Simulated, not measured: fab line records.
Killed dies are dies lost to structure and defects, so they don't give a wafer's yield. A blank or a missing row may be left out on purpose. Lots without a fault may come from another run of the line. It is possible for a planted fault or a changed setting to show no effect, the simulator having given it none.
fab line records	flow berkeleyCmos170
record: lots: 5	wafers: 23
route steps=331 shown NWELL@27 PWELL@36 ACTIVE@71 NVT@105 GATE@127 NLDD@166 PSD@179
startH: hours from the record's first day to the start of the lot's first wafer shown	waitH: hours from the lot's prior step to this one	" as in the row above	L1.1+2: a row that stands for several wafers	- value missing, or start not given	* or withheld: withheld	< > ~ a bound
route shown NAME@n: names a module that has steps shown in the file, with the first one's number in the route	usual: mean/standard deviation taken from wafers without a fault	same: alike in all rows	chamber/n: place in a boat	sites: readings site by site	_std_site: their standard deviation	_edge_site: outer sites' mean less inner sites'	radiusMm: how far each site lies from the wafer's centre	mask NAME#n: copy n	behind: the tool/chamber that last shaped the wafer	hold: what put the lot on hold/how long, in hours/how the hold closed	device: names the non-switching transistor (n, p or np)	end of line: tests of these same wafers at the route's end	a step given without rows: its recipe and nothing more	killed: dies that structure and defects cost at the first sort, which is not the same as the wafer's yield	map: per-die view of a wafer (x killed, . not killed, _ where there is no die)
set.NAME: the setting as run; set.NAME@STEP: as run at that earlier step	model.NAME: the simulator's own value behind a step, which no gauge read
lots where settings were altered on purpose, with a table for each step and a row for each wafer
== steps ==
step: UCB170_NWELL_ETCH_13
recipe: chemistry: CH3F/Ar/O2	target: Si3N4	stopOn: SiO2	CH3F_flow_sccm: 20	Ar_flow_sccm: 50	O2_flow_sccm: 7	pressureMtorr: 50	rfW: 450	targetDepthA: 2464	overEtchFrac: 0.1	timeS: 154
lot.wafer	tool	chamber	startH	waitH	set.rfW	model.KrF_of_NWELL_COAT_07.thkNm
L076.1	rieDiel-04	2	45.36	0.0	450	720
L076.2	"	3	"	"	406.2	727.6
L076.4	"	1	"	"	450	722.1
L076.5	"	1	"	"	450	722.6
L076.6	"	0	"	"	406.2	732.6
L078.2	rieDiel-04	1	50.48	0.0	450	719.6
L078.3	"	2	"	"	450	718
L078.6	"	3	"	"	450	718.3
L081.1	rieDiel-03	1	72.34	0.0	486.2	715.4
L081.2	"	3	"	"	486.2	716.7
L081.3	"	2	"	"	450	725.3
L081.5	"	0	"	"	486.2	716.4
L081.6	"	3	"	"	450	725.9
L082.1	rieDiel-04	3	72.45	0.0	450	725.7
L082.2	"	2	"	"	405.1	730.9
L082.3	"	1	"	"	450	728.5
L082.4	"	0	"	"	405.1	735.5
L082.6	"	2	"	"	450	721.9
L084.1	rieDiel-01	1	85.51	0.0	450	725.1
L084.2	"	3	"	"	450	723.4
L084.3	"	2	"	"	410.4	737.4
L084.4	"	0	"	"	450	724.3
L084.5	"	2	"	"	410.4	735
step: UCB170_NWELL_IMPLANT_14
recipe: species: P	doseCm2: 1e+13	energyKev: 150	tiltDeg: 7
step: UCB170_NWELL_STRIP_15
recipe: chemistry: O2	powerW: 400	pressureMtorr: 3500	platenTempC: withheld	o2FlowSccm: 400	overashFraction: 0.5
usual: stripTimeToEndpointS: 18.07/0.073
lot.wafer	tool	chamber	startH	waitH	set.rfW@NWELL_ETCH_13	stripTimeToEndpointS
L076.1	plasmaAsher-02	0	45.61	0.1	450	17.98
L076.2	"	1	"	"	406.2	18.15
L076.4	"	1	"	"	450	18.03
L076.5	"	0	"	"	450	18.03
L076.6	"	1	"	"	406.2	18.28
L078.2	plasmaAsher-04	1	50.73	0.1	450	17.96
L078.3	"	0	"	"	450	17.92
L078.6	"	1	"	"	450	17.95
L081.1	plasmaAsher-04	1	72.59	0.1	486.2	17.86
L081.2	"	0	"	"	486.2	17.90
L081.3	"	1	"	"	450	18.09
L081.5	"	0	"	"	486.2	17.89
L081.6	"	1	"	"	450	18.11
L082.1	plasmaAsher-01	0	72.70	0.1	450	18.14
L082.2	"	1	"	"	405.1	18.25
L082.3	"	0	"	"	450	18.20
L082.4	"	1	"	"	405.1	18.35
L082.6	"	0	"	"	450	18.03
L084.1	plasmaAsher-01	1	85.76	0.1	450	18.09
L084.2	"	0	"	"	450	18.06
L084.3	"	0	"	"	410.4	18.40
L084.4	"	1	"	"	450	18.08
L084.5	"	1	"	"	410.4	18.34
step: UCB170_PWELL_OXIDATION_02
recipe: tempC: 1000	ambient: O2	targetThkA: 264	oxTimeS: 1260
lot.wafer	tool	chamber	startH	waitH	set.oxTimeS	model.SiO2_of_PWELL_OXIDATION_02.thkNm
L076.1	-	-	-	1.5	1347	27.05
L076.2	"	-	"	"	1347	27.09
L076.4	"	-	"	"	1347	27.48
L076.5	"	-	"	"	1347	27.18
L076.6	"	-	"	"	1347	27.11
L078.2	furnace-04	0	60.46	5.2	1260	26.71
L078.3	"	0	"	"	1260	27.02
L078.6	"	0	"	"	1260	26.62
L081.1	-	-	-	1.5	1260	25.59
L081.2	"	-	"	"	1260	25.27
L081.3	"	-	"	"	1260	25.13
L081.5	"	-	"	"	1260	25.43
L081.6	"	-	"	"	1260	25.29
L082.1	-	-	-	1.6	1433	28.41
L082.2	"	-	"	"	1433	27.94
L082.3	"	-	"	"	1433	28.36
L082.4	"	-	"	"	1433	28.16
L082.6	"	-	"	"	1433	28.11
L084.1	-	-	-	1.8	1187	25.24
L084.2	"	-	"	"	1187	25.59
L084.3	"	-	"	"	1187	25.78
L084.4	"	-	"	"	1187	25.22
L084.5	"	-	"	"	1187	25.51
step: UCB170_PWELL_IMPLANT_15
recipe: species: B	doseCm2: 5e+12	energyKev: 60	tiltDeg: 7
lot.wafer	tool	chamber	startH	waitH	set.energyKev	model.implant.rpNm	model.implant.drpNm
L076.1+4	implanter-02	0	62.97	0.1	60	194.4	64.7
L076.2+5+6	"	0	"	"	56.96	185.3	62.93
L078.2+3+6	implanter-04	0	71.49	0.2	60	194.7	64.7
L082.1+2+4	implanter-04	0	88.28	0.1	60	182.9	64.7
L082.3+6	"	0	"	"	58.91	179.9	64.07
L081.1+3	implanter-02	0	88.51	0.1	58.61	189.6	63.9
L081.2+5+6	"	0	"	"	60	193.7	64.7
L084.1+3+4	implanter-02	0	103.66	0.1	60	186.8	64.7
L084.2+5	"	0	"	"	57.42	179.4	63.2
step: UCB170_ACTIVE_PEB_11
recipe: pebTempC: 130	pebTimeS: withheld	resist: KrF
lot.wafer	tool	chamber	startH	waitH	set.pebTempC
L076.1+5+6	lithoTrack-03	0	-	-	128.8
L076.2+4	"	0	"	"	130
L078.2+3+6	lithoTrack-02	0	91.15	0.3	130
L082.1+2+3	lithoTrack-02	0	112.65	0.1	130
L082.4+6	"	0	"	"	133
L081.1+2+3+5+6	lithoTrack-03	0	112.97	0.2	130
L084.1+2+5	lithoTrack-03	0	123.16	0.4	130
L084.3+4	"	0	"	"	132.2
step: UCB170_ACTIVE_DEVELOP_12
recipe: developer: TMAH	developTimeS: 45	resist: KrF	devTempC: 21
step: UCB170_ACTIVE_CD_MEAS_13
recipe: targetCdNm: 1200
usual: cdNm: 1200.0/1.8
lot.wafer	tool	chamber	startH	waitH	set.pebTempC@ACTIVE_PEB_11	cdNm
L076.1	cdSem-01	-	87.92	-	128.8	1208.4
L076.2	"	-	"	"	130	1199.6
L076.4	"	-	"	"	130	1198.7
L076.5	"	-	"	"	128.8	1208.2
L076.6	"	-	"	"	128.8	1207.5
L078.2	cdSem-01	-	91.42	-	130	1200.5
L078.3	"	-	"	"	130	1200.3
L078.6	"	-	"	"	130	1201.3
L082.1	cdSem-01	-	112.93	-	130	1199.5
L082.2	"	-	"	"	130	1199.5
L082.3	"	-	"	"	130	1198.8
L082.4	"	-	"	"	133	1182.3
L082.6	"	-	"	"	133	1183.4
L081.1	cdSem-02	-	113.25	-	130	1201.0
L081.2	"	-	"	"	130	1200.8
L081.3	"	-	"	"	130	1202.0
L081.5	"	-	"	"	130	1201.8
L081.6	"	-	"	"	130	1201.4
L084.1	cdSem-02	-	123.44	-	130	1201.4
L084.2	"	-	"	"	130	1200.4
L084.3	"	-	"	"	132.2	1186.3
L084.4	"	-	"	"	132.2	1188.9
L084.5	"	-	"	"	130	1201.8
step: UCB170_ACTIVE_ETCH_15
recipe: chemistry: CH3F/Ar/O2	target: Si3N4	stopOn: SiO2	CH3F_flow_sccm: 20	Ar_flow_sccm: 50	O2_flow_sccm: 7	pressureMtorr: 50	rfW: 450	targetDepthA: 2420	overEtchFrac: 0.1	timeS: 151
lot.wafer	tool	chamber	startH	waitH	set.pebTempC@ACTIVE_PEB_11	model.ACTIVE.cdNm
L076.1+5	rieDiel-02	1,0	88.07	0.0	128.8	1208
L076.2	"	0	"	"	130	1200
L076.4	"	2	"	"	130	1199
L076.6	"	1	"	"	128.8	1207
L078.2+6	rieDiel-01	2,1	91.56	0.0	130	1201
L078.3	"	0	"	"	130	1200
L082.1	rieDiel-01	0	113.12	0.1	130	1200
L082.2+3	"	3,2	"	"	130	1199
L082.4	"	1	"	"	133	1182
L082.6	"	1	"	"	133	1183
L081.1+2+6	rieDiel-04	3,0,3	113.40	0.0	130	1201
L081.3+5	"	1	"	"	130	1202
L084.1	rieDiel-01	0	123.59	0.0	130	1201
L084.2	"	3	"	"	130	1200
L084.3	"	2	"	"	132.2	1186
L084.4	"	1	"	"	132.2	1188
L084.5	"	3	"	"	130	1202
step: UCB170_ACTIVE_STRIP_16
recipe: chemistry: O2	powerW: 400	pressureMtorr: 3500	platenTempC: withheld	o2FlowSccm: 400	overashFraction: 0.5
step: UCB170_ACTIVE_CD_MEAS_90
recipe: targetCdNm: 1200
usual: cdNm: 1200.0/1.9
lot.wafer	tool	chamber	startH	waitH	set.pebTempC@ACTIVE_PEB_11	cdNm
L076.1	cdSem-01	-	88.27	0.1	128.8	1208.0
L076.2	"	-	"	"	130	1199.7
L076.4	"	-	"	"	130	1198.4
L076.5	"	-	"	"	128.8	1207.9
L076.6	"	-	"	"	128.8	1207.4
L078.2	cdSem-02	-	91.78	0.1	130	1201.0
L078.3	"	-	"	"	130	1200.2
L078.6	"	-	"	"	130	1201.2
L082.1	cdSem-01	-	113.32	0.1	130	1199.8
L082.2	"	-	"	"	130	1199.6
L082.3	"	-	"	"	130	1198.4
L082.4	"	-	"	"	133	1182.2
L082.6	"	-	"	"	133	1183.1
L081.1	cdSem-01	-	113.61	0.1	130	1201.0
L081.2	"	-	"	"	130	1201.4
L081.3	"	-	"	"	130	1202.6
L081.5	"	-	"	"	130	1201.8
L081.6	"	-	"	"	130	1201.4
L084.1	cdSem-02	-	123.79	0.1	130	1200.9
L084.2	"	-	"	"	130	1200.1
L084.3	"	-	"	"	132.2	1186.7
L084.4	"	-	"	"	132.2	1188.2
L084.5	"	-	"	"	130	1202.0
step: UCB170_NVT_COAT_01
recipe: resist: KrF	spinRpm: 1500	resistThkNm: 900
lot.wafer	tool	chamber	startH	waitH	set.resistThkNm	model.KrF_of_NVT_COAT_01.thkNm
L076.1	lithoTrack-04	0	115.40	0.1	869.2	866.5
L076.2	"	0	"	"	869.2	868.4
L076.4	"	0	"	"	900	894.2
L076.5	"	0	"	"	869.2	864.8
L076.6	"	0	"	"	900	897.2
L078.2	lithoTrack-01	0	115.44	0.1	900	896.1
L078.3	"	0	"	"	900	897.5
L078.6	"	0	"	"	900	897.6
L081.1	lithoTrack-02	0	139.87	0.1	864	863.7
L081.2	"	0	"	"	864	863.4
L081.3	"	0	"	"	864	860.5
L081.5	"	0	"	"	900	900.3
L081.6	"	0	"	"	900	899.8
L082.1	lithoTrack-04	0	139.95	0.1	900	903.3
L082.2	"	0	"	"	900	903
L082.3	"	0	"	"	900	902.5
L082.4	"	0	"	"	900	901.1
L082.6	"	0	"	"	900	900.3
L084.1	lithoTrack-02	0	153.67	0.1	877.3	875.6
L084.2	"	0	"	"	900	897.6
L084.3	"	0	"	"	900	897.5
L084.4	"	0	"	"	900	898.4
L084.5	"	0	"	"	877.3	875.7
step: UCB170_NVT_SOFTBAKE_02
recipe: resist: KrF	tempC: 130	timeS: 60
step: UCB170_NVT_EXPOSE_03
recipe: maskId: PWELL	targetCdNm: 3000	na: 0.5	sigmaOuter: 0.6	sourceShape: conventional	doseMj: 30
step: UCB170_NVT_IMPLANT_07
recipe: species: BF2	doseCm2: 3.074e+12	energyKev: 50	tiltDeg: 7
step: UCB170_NVT_STRIP_08
recipe: chemistry: O2	powerW: 400	pressureMtorr: 3500	platenTempC: withheld	o2FlowSccm: 400	overashFraction: 0.5
usual: stripTimeToEndpointS: 21.60/0.057
lot.wafer	tool	chamber	startH	waitH	set.resistThkNm@NVT_COAT_01	stripTimeToEndpointS
L076.1	plasmaAsher-02	0	116.90	0.2	869.2	20.82
L076.2	"	1	"	"	869.2	20.88
L076.4	"	1	"	"	900	21.50
L076.5	"	0	"	"	869.2	20.79
L076.6	"	1	"	"	900	21.57
L078.2	plasmaAsher-04	1	117.20	0.2	900	21.54
L078.3	"	0	"	"	900	21.56
L078.6	"	0	"	"	900	21.58
L081.1	plasmaAsher-02	0	141.69	0.1	864	20.78
L081.2	"	1	"	"	864	20.76
L081.3	"	0	"	"	864	20.68
L081.5	"	1	"	"	900	21.63
L081.6	"	0	"	"	900	21.62
L082.1	plasmaAsher-04	0	141.84	0.1	900	21.70
L082.2	"	1	"	"	900	21.70
L082.3	"	0	"	"	900	21.67
L082.4	"	1	"	"	900	21.66
L082.6	"	1	"	"	900	21.64
L084.1	plasmaAsher-01	1	154.95	0.1	877.3	21.05
L084.2	"	0	"	"	900	21.57
L084.3	"	0	"	"	900	21.56
L084.4	"	1	"	"	900	21.58
L084.5	"	0	"	"	877.3	21.04
step: UCB170_GATE_OXIDATION_01
recipe: tempC: 850	ambient: O2	targetThkA: 66	oxTimeS: 1800
lot.wafer	tool	chamber	startH	waitH	set.tempC	model.SiO2_of_GATE_OXIDATION_01.thkNm
L076.1	-	-	-	2.8	828.4	4.865
L076.2	"	-	"	"	828.4	4.981
L076.4	"	-	"	"	828.4	5.049
L076.5	"	-	"	"	828.4	4.988
L076.6	"	-	"	"	828.4	4.87
L078.2	furnace-02	0	121.72	2.6	850	6.395
L078.3	"	0	"	"	850	6.41
L078.6	"	0	"	"	850	6.423
L081.1	-	-	-	1.3	824.6	4.56
L081.2	"	-	"	"	824.6	4.579
L081.3	"	-	"	"	824.6	4.75
L081.5	"	-	"	"	824.6	4.639
L081.6	"	-	"	"	824.6	4.689
L082.1	-	-	-	1.2	850	6.522
L082.2	"	-	"	"	850	6.545
L082.3	"	-	"	"	850	6.509
L082.4	"	-	"	"	850	6.621
L082.6	"	-	"	"	850	6.552
L084.1	-	-	-	7.7	841.9	6.097
L084.2	"	-	"	"	841.9	5.914
L084.3	"	-	"	"	841.9	5.89
L084.4	"	-	"	"	841.9	5.81
L084.5	"	-	"	"	841.9	5.953
step: UCB170_GATE_THK_MEAS_02
recipe: reads: SiO2_of_GATE_OXIDATION_01
usual: GATE_OXIDE_THK: 6.50/0.13
lot.wafer	tool	chamber	startH	waitH	set.tempC@GATE_OXIDATION_01	GATE_OXIDE_THK[nm]
L076.1	filmMetro-04	-	-	-	828.4	4.88
L076.2	"	-	"	"	828.4	4.94
L076.4	"	-	"	"	828.4	5.05
L076.5	"	-	"	"	828.4	4.96
L076.6	"	-	"	"	828.4	4.84
L078.2	filmMetro-03	-	123.23	0.0	850	6.42
L078.3	"	-	"	"	850	6.38
L078.6	"	-	"	"	850	6.45
L081.1	filmMetro-04	-	-	-	824.6	4.56
L081.2	"	-	"	"	824.6	4.52
L081.3	"	-	"	"	824.6	4.77
L081.5	"	-	"	"	824.6	4.62
L081.6	"	-	"	"	824.6	4.69
L082.1	filmMetro-02	-	-	-	850	6.54
L082.2	"	-	"	"	850	6.57
L082.3	"	-	"	"	850	6.57
L082.4	"	-	"	"	850	6.54
L082.6	"	-	"	"	850	6.57
L084.1	filmMetro-03	-	-	-	841.9	6.10
L084.2	"	-	"	"	841.9	5.89
L084.3	"	-	"	"	841.9	5.88
L084.4	"	-	"	"	841.9	5.82
L084.5	"	-	"	"	841.9	5.94
step: UCB170_GATE_PEB_10
recipe: pebTempC: 130	pebTimeS: withheld	resist: KrF
lot.wafer	tool	chamber	startH	waitH	set.pebTempC
L078.2+3+6	lithoTrack-03	0	130.00	0.5	130
L076.1+4+6	lithoTrack-02	0	130.14	0.3	127.9
L076.2+5	"	0	"	"	130
L081.1+2+5	lithoTrack-03	0	154.97	0.1	131.3
L081.3+6	"	0	"	"	130
L082.1+2+6	lithoTrack-01	0	155.18	0.1	132.6
L082.3+4	"	0	"	"	130
L084.1+2+4	lithoTrack-01	0	176.74	0.1	130
L084.3+5	"	0	"	"	126.4
step: UCB170_GATE_DEVELOP_11
recipe: developer: TMAH	developTimeS: 45	resist: KrF	devTempC: 21
step: UCB170_GATE_CD_MEAS_12
recipe: targetCdNm: 350
usual: cdNm: 350.1/1.2
lot.wafer	tool	chamber	startH	waitH	set.pebTempC@GATE_PEB_10	cdNm
L078.2	cdSem-01	-	130.27	-	130	350.6
L078.3	"	-	"	"	130	349.9
L078.6	"	-	"	"	130	348.9
L076.1	cdSem-01	-	130.42	-	127.9	362.4
L076.2	"	-	"	"	130	348.9
L076.4	"	-	"	"	127.9	364.1
L076.5	"	-	"	"	130	349.6
L076.6	"	-	"	"	127.9	363.3
L081.1	cdSem-01	-	155.24	-	131.3	344.3
L081.2	"	-	"	"	131.3	342.8
L081.3	"	-	"	"	130	351.5
L081.5	"	-	"	"	131.3	343.1
L081.6	"	-	"	"	130	351.8
L082.1	cdSem-02	-	155.45	-	132.6	336.5
L082.2	"	-	"	"	132.6	335.5
L082.3	"	-	"	"	130	349.8
L082.4	"	-	"	"	130	350.5
L082.6	"	-	"	"	132.6	335.5
L084.1	cdSem-01	-	177.01	-	130	350.4
L084.2	"	-	"	"	130	349.7
L084.3	"	-	"	"	126.4	376.6
L084.4	"	-	"	"	130	349.6
L084.5	"	-	"	"	126.4	377.6
step: UCB170_NLDD_IMPLANT_08
recipe: species: As	doseCm2: 5e+13	energyKev: 30	tiltDeg: 7	rotationDeg: 0
lot.wafer	tool	chamber	startH	waitH	set.doseCm2
L078.2+3+6	implanter-02	0	133.95	0.0	5e+13
L076.1+2+4+5+6	implanter-02	0	134.53	0.1	5e+13
L081.1+2+6	implanter-02	0	158.85	0.0	5.154e+13
L081.3+5	"	0	"	"	5e+13
L082.1+2+3+4+6	implanter-03	0	159.13	0.0	5e+13
L084.1+4	implanter-03	0	180.49	0.0	5e+13
L084.2+3+5	"	0	"	"	5.285e+13
step: UCB170_PSD_PEB_04
recipe: pebTempC: 130	pebTimeS: withheld	resist: KrF
lot.wafer	tool	chamber	startH	waitH	set.pebTempC
L078.2+3+6	lithoTrack-01	0	137.60	0.1	130
L076.1+5	lithoTrack-03	0	140.03	0.8	132.3
L076.2+4+6	"	0	"	"	130
L082.1+3+6	lithoTrack-01	0	165.70	0.4	130
L082.2+4	"	0	"	"	128.2
L081.1+5	lithoTrack-01	0	165.97	0.6	130
L081.2+3+6	"	0	"	"	132.2
L084.1+2+3	lithoTrack-01	0	187.35	0.4	131.7
L084.4+5	"	0	"	"	130
step: UCB170_PSD_DEVELOP_05
recipe: developer: TMAH	developTimeS: 45	resist: KrF	devTempC: 21
step: UCB170_PSD_CD_MEAS_06
recipe: targetCdNm: 1200
usual: cdNm: 1199.3/1.2
lot.wafer	tool	chamber	startH	waitH	set.pebTempC@PSD_PEB_04	cdNm
L078.2	cdSem-02	-	137.87	-	130	1199.2
L078.3	"	-	"	"	130	1199.8
L078.6	"	-	"	"	130	1198.8
L076.1	cdSem-01	-	140.31	-	132.3	1212.7
L076.2	"	-	"	"	130	1199.8
L076.4	"	-	"	"	130	1199.0
L076.5	"	-	"	"	132.3	1212.6
L076.6	"	-	"	"	130	1197.9
L082.1	cdSem-01	-	165.97	-	130	1198.3
L082.2	"	-	"	"	128.2	1184.0
L082.3	"	-	"	"	130	1199.3
L082.4	"	-	"	"	128.2	1185.8
L082.6	"	-	"	"	130	1200.2
L081.1	cdSem-02	-	166.25	-	130	1197.8
L081.2	"	-	"	"	132.2	1211.0
L081.3	"	-	"	"	132.2	1210.3
L081.5	"	-	"	"	130	1198.1
L081.6	"	-	"	"	132.2	1210.9
L084.1	cdSem-01	-	187.62	-	131.7	1210.7
L084.2	"	-	"	"	131.7	1211.1
L084.3	"	-	"	"	131.7	1211.5
L084.4	"	-	"	"	130	1200.7
L084.5	"	-	"	"	130	1201.4
step: UCB170_PSD_IMPLANT_08
recipe: species: B	doseCm2: 3e+15	energyKev: 20	tiltDeg: 7
lot.wafer	tool	chamber	startH	waitH	set.doseCm2
L078.2+3+6	implanter-04	0	139.34	1.3	3e+15
L076.1+2+6	implanter-04	0	140.46	0.0	3.111e+15
L076.4+5	"	0	"	"	3e+15
L082.1+3	implanter-01	0	166.13	0.0	2.853e+15
L082.2+4+6	"	0	"	"	3e+15
L081.1+2+3	implanter-03	0	166.40	0.0	3e+15
L081.5+6	"	0	"	"	3.218e+15
L084.1+3+5	implanter-03	0	187.78	0.0	3.192e+15
L084.2+4	"	0	"	"	3e+15
step: UCB170_PSD_STRIP_09
recipe: chemistry: O2	powerW: 400	pressureMtorr: 3500	platenTempC: withheld	o2FlowSccm: 400	overashFraction: 0.5
usual: stripTimeToEndpointS: 29.69/0.077
lot.wafer	tool	chamber	startH	waitH	set.doseCm2@PSD_IMPLANT_08	stripTimeToEndpointS
L078.2	plasmaAsher-01	0	139.47	0.1	3e+15	29.67
L078.3	"	1	"	"	3e+15	29.73
L078.6	"	1	"	"	3e+15	29.71
L076.1	plasmaAsher-01	1	140.61	0.1	3.111e+15	30.05
L076.2	"	0	"	"	3.111e+15	29.94
L076.4	"	1	"	"	3e+15	29.57
L076.5	"	0	"	"	3e+15	29.57
L076.6	"	1	"	"	3.111e+15	29.95
L082.1	plasmaAsher-03	1	166.28	0.1	2.853e+15	29.06
L082.2	"	0	"	"	3e+15	29.74
L082.3	"	0	"	"	2.853e+15	29.13
L082.4	"	1	"	"	3e+15	29.68
L082.6	"	1	"	"	3e+15	29.66
L081.1	plasmaAsher-02	1	166.55	0.1	3e+15	29.73
L081.2	"	0	"	"	3e+15	29.71
L081.3	"	0	"	"	3e+15	29.73
L081.5	"	0	"	"	3.218e+15	30.44
L081.6	"	1	"	"	3.218e+15	30.52
L084.1	plasmaAsher-01	0	187.93	0.1	3.192e+15	30.40
L084.2	"	1	"	"	3e+15	29.73
L084.3	"	0	"	"	3.192e+15	30.44
L084.4	"	1	"	"	3e+15	29.69
L084.5	"	1	"	"	3.192e+15	30.48
== key ==
split: step: UCB170_NWELL_ETCH_13	setting: rfW	stated: 450	by: wafer
response: step: UCB170_NWELL_ETCH_13	reading: model.KrF_of_NWELL_COAT_07.thkNm	change: -1.01	per: 1%	r: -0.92
response: step: UCB170_NWELL_STRIP_15	reading: stripTimeToEndpointS	change: *	per: 1%	r: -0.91
split: step: UCB170_PWELL_OXIDATION_02	setting: oxTimeS	stated: 1260	by: lot
response: step: UCB170_PWELL_OXIDATION_02	reading: model.SiO2_of_PWELL_OXIDATION_02.thkNm	change: +0.148	per: 1%	r: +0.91
split: step: UCB170_PWELL_IMPLANT_15	setting: energyKev	stated: 60	by: wafer
response: step: UCB170_PWELL_IMPLANT_15	reading: model.implant.rpNm	change: +1.75	per: 1%	r: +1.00
response: step: UCB170_PWELL_IMPLANT_15	reading: model.implant.drpNm	change: +0.349	per: 1%	r: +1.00
split: step: UCB170_ACTIVE_PEB_11	setting: pebTempC	stated: 130	by: wafer
response: step: UCB170_ACTIVE_CD_MEAS_13	reading: cdNm	change: -7.63	per: 1%	r: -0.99
response: step: UCB170_ACTIVE_ETCH_15	reading: model.ACTIVE.cdNm	change: -7.68	per: 1%	r: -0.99
response: step: UCB170_ACTIVE_CD_MEAS_90	reading: cdNm	change: -7.67	per: 1%	r: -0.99
split: step: UCB170_NVT_COAT_01	setting: resistThkNm	stated: 900	by: wafer
response: step: UCB170_NVT_COAT_01	reading: model.KrF_of_NVT_COAT_01.thkNm	change: +8.97	per: 1%	r: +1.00
response: step: UCB170_NVT_STRIP_08	reading: stripTimeToEndpointS	change: *	per: 1%	r: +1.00
split: step: UCB170_GATE_OXIDATION_01	setting: tempC	stated: 850	by: lot
response: step: UCB170_GATE_OXIDATION_01	reading: model.SiO2_of_GATE_OXIDATION_01.thkNm	change: +0.617	per: 1%	r: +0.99
response: step: UCB170_GATE_THK_MEAS_02	reading: GATE_OXIDE_THK	change: +0.624	per: 1%	r: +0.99
split: step: UCB170_GATE_PEB_10	setting: pebTempC	stated: 130	by: wafer
response: step: UCB170_GATE_CD_MEAS_12	reading: cdNm	change: -8.82	per: 1%	r: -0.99
split: step: UCB170_NLDD_IMPLANT_08	setting: doseCm2	stated: 5e+13	by: wafer
response none in this file
split: step: UCB170_PSD_PEB_04	setting: pebTempC	stated: 130	by: wafer
response: step: UCB170_PSD_CD_MEAS_06	reading: cdNm	change: +8.22	per: 1%	r: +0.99
split: step: UCB170_PSD_IMPLANT_08	setting: doseCm2	stated: 3e+15	by: wafer
response: step: UCB170_PSD_STRIP_09	reading: stripTimeToEndpointS	change: *	per: 1%	r: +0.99
